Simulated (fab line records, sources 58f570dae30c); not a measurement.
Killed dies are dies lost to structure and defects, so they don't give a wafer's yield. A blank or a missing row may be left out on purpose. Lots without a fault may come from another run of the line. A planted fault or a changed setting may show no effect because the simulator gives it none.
A struck lot beside a sound one | flow berkeley_cmos170 | 32 steps out of a route of 331
Sound: wafers L564.1, L564.3, L564.4. Struck: wafers L575.3, L575.5, L575.6. The cause comes at the end.
At each step with rows: each side's tool, then ch and its chambers, then its first start. Under that, the readings that differ: sound wafers | struck wafers | difference of the means | sigmas: that difference in standard deviations of wafers without a fault.
alike: readings whose means differ by less than 2 such deviations, and words and numbers that are the same on both sides. not compared: withheld readings, readings that some wafer has no value for, bounds like >300 that may hide the same value, and numbers for which the record gives no deviation and whose values overlap.
The two part at a step that has a row with sigmas, a row that says differs or no value, or rows on one side only. Numbers that don't overlap but have no deviation are shown without sigmas and don't part them. A reading that every wafer of one side lacks parts them only if that side has two wafers or more.

first, 6 steps without rows for these wafers: UCB170_V1_HMDS_06 (prime time 60 s); UCB170_V1_COAT_07 (resist thk 900 nm); UCB170_V1_SOFTBAKE_08 (time 60 s); UCB170_V1_EXPOSE_09 (exposes mask VIA1, target cd 700 nm); UCB170_V1_PEB_10; UCB170_V1_DEVELOP_11 (develop time 45 s).
UCB170_V1_CD_MEAS_12: target cd 700 nm.
  sound on cd_sem-02, day 8 11:31; struck on cd_sem-01, day 11 01:13
  alike: cd_nm
UCB170_V1_OVL_MEAS_13:
  sound on overlay-02, day 8 11:38; struck on overlay-02, day 11 01:19
  alike: V1_OVL
UCB170_V1_ETCH_14: etches SiO2 in CHF3/CF4/Ar, stops on Al, target depth 1250 nm, time 291 s.
  sound on rie_diel-01 ch 1,3, day 8 11:40; struck on rie_diel-02 ch 1,2,3, day 11 01:20
  alike: drypump_motor_current_A, oes_product_au, rf_fwd_power_W, throttle_valve_pct
  not compared: rf_hours_counter_h
UCB170_V1_STRIP_15: strips in O2.
  sound on plasma_asher-02 ch 0,1, day 8 11:51; struck on plasma_asher-04 ch 0,1, day 11 01:32
  alike: drypump_motor_current_A, oes_product_au, strip_time_to_endpoint_s
  not compared: rf_hours_counter_h
UCB170_V1_CD_MEAS_90: target cd 700 nm.
  sound on cd_sem-01, day 8 11:57; struck on cd_sem-02, day 11 01:39
  alike: cd_nm
then, 1 step without rows for these wafers: UCB170_M2_PRE_CLEAN_00 (preclean etch time 60 s).
UCB170_M2_SPUTTER_01: material Al, target thk 900 nm, time 120 s.
  sound on pvd_sputter-04, day 8 12:08; struck on pvd_sputter-04, day 11 01:48
  reading                               | sound             | struck            | difference | sigmas
  model.Al_of_M2_SPUTTER_01.thk_nm (nm) | 899.9 890.3 891.9 | 793.1 805.7 800.5 | -94.3      |
  alike: throttle_valve_pct
UCB170_M2_RS_MEAS_02: measures by four-point-probe.
  sound on film_metro-04, day 8 12:13; struck on film_metro-03, day 11 01:55
  reading           | sound                | struck               | difference | sigmas
  M2_AL_RS (ohm/sq) | 0.0322 0.0326 0.0325 | 0.0365 0.0358 0.0361 | +0.0037    | +9
UCB170_M2_THK_MEAS_03: measures by xrf.
  sound on film_metro-04, day 8 12:20; struck on film_metro-03, day 11 02:01
  reading        | sound       | struck      | difference | sigmas
  M2_AL_THK (nm) | 900 885 885 | 797 809 803 | -87        | -7
then, 3 steps without rows for these wafers: UCB170_M2_HMDS_04 (prime time 60 s); UCB170_M2_COAT_05 (resist thk 900 nm); UCB170_M2_SOFTBAKE_06 (time 60 s).
UCB170_M2_STRIP_07: strips in O2.
  sound on plasma_asher-03 ch 0,1, day 8 12:51; struck on plasma_asher-01 ch 0,1, day 11 02:32
  alike: drypump_motor_current_A, oes_product_au, strip_time_to_endpoint_s
  not compared: rf_hours_counter_h
then, 7 steps without rows for these wafers: UCB170_M2_STRIP_08 (strips KrF in DMSO, time 600 s); UCB170_M2_COAT_09; UCB170_M2_COAT_10 (resist thk 900 nm); UCB170_M2_SOFTBAKE_11 (time 60 s); UCB170_M2_EXPOSE_12 (exposes mask METAL2, target cd 700 nm); UCB170_M2_PEB_13; UCB170_M2_DEVELOP_14 (develop time 45 s).
UCB170_M2_CD_MEAS_15: target cd 700 nm.
  sound on cd_sem-02, day 8 15:38; struck on cd_sem-02, day 11 04:43
  alike: cd_nm
UCB170_M2_OVL_MEAS_16:
  sound on overlay-01, day 8 15:45; struck on overlay-01, day 11 04:49
  alike: M2_OVL
UCB170_M2_ETCH_17: etches BARC in N2/H2.
  sound on rie_diel-01 ch 0,1,3, day 8 15:47; struck on rie_diel-03 ch 1,2,3, day 11 04:50
  alike: drypump_motor_current_A, oes_product_au, rf_fwd_power_W, throttle_valve_pct
UCB170_M2_METAL_ETCH_18: etches Al in Cl2/BCl3, stops on SiO2, target depth 1170 nm, time 195 s.
  sound on rie_metal-04 ch 0,1, day 8 15:50; struck on rie_metal-01 ch 0,1, day 11 04:56
  reading               | sound             | struck            | difference | sigmas
  oes_product_au (a.u.) | 0.837 0.839 0.851 | 0.795 0.800 0.802 | -0.043     | -5
  alike: drypump_motor_current_A, he_backside_leak_sccm, rf_fwd_power_W, throttle_valve_pct
  not compared: rf_hours_counter_h
UCB170_M2_STRIP_19: strips in O2.
  sound on plasma_asher-01 ch 0,1, day 8 16:01; struck on plasma_asher-04 ch 0,1, day 11 05:05
  reading               | sound             | struck            | difference | sigmas
  oes_product_au (a.u.) | 0.512 0.519 0.535 | 0.555 0.533 0.556 | +0.026     | +2
  alike: drypump_motor_current_A
  not compared: rf_hours_counter_h
then, 1 step without rows for these wafers: UCB170_M3_PROBE_99.

WHERE THEY PART
First at UCB170_M2_RS_MEAS_02; last, within this record, at UCB170_M2_STRIP_19.

WHY: what the simulator had put in
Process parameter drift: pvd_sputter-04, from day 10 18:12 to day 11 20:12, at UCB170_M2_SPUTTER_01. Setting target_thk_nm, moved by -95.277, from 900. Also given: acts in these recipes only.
